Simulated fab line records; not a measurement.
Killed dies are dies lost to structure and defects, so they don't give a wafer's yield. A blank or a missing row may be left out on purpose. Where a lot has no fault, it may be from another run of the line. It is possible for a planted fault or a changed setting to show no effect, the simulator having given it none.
Which of the tools did it? | flow berkeley cmos170 | route of 331 steps, sampled at 1 step: 7 lots, 21 wafers

## WHAT EACH GAUGE READ, for each wafer
UCB170_ACTIVE_CD_MEAS_13: target cd 1200 nm.
lot  | measured    | on        | cd nm (nm)
L935 | day 4 21:30 | cd sem-01 | 1200.6 1200.2 1199.3
L939 | day 5 13:23 | cd sem-02 | 1200.4 1199.9 1200.0
L946 | day 6 19:47 | cd sem-01 | 1195.9 1196.2 1197.2
L949 | day 7 01:07 | cd sem-01 | 1197.7 1198.0 1198.8
L950 | day 8 02:32 | cd sem-02 | 1199.5 1197.1 1200.0
L951 | day 8 02:53 | cd sem-02 | 1198.7 1199.4 1199.6
L954 | day 8 11:03 | cd sem-02 | 1199.2 1201.5 1199.8

## EACH LOT AND THE TOOL THAT RAN IT (in order: tool; ch and the chambers of the sampled wafers; start)
There is no process step in the record ahead of these readings.

## THE ANSWER, worked out from the rows above alone
Rule: usual is defined by the lots themselves. The widest of any qualifying gaps counts: lots, ordered by their means at a reading, are off when they make up no more than a third of the lots, leave a main group of 4 or more, and stand apart from it by 3 or more times the standard deviation of that group's means. A main group is skipped when, at the precision printed for the reading in the tables above, its means are all equal. A lot without any number at a reading at which 4 lots or more have one is off too. Any other lot the step has rows for is counted as sound.
Across all readings shown, no lot is off: no conclusion can be drawn from this.

## WHAT THE SIMULATOR PUT IN
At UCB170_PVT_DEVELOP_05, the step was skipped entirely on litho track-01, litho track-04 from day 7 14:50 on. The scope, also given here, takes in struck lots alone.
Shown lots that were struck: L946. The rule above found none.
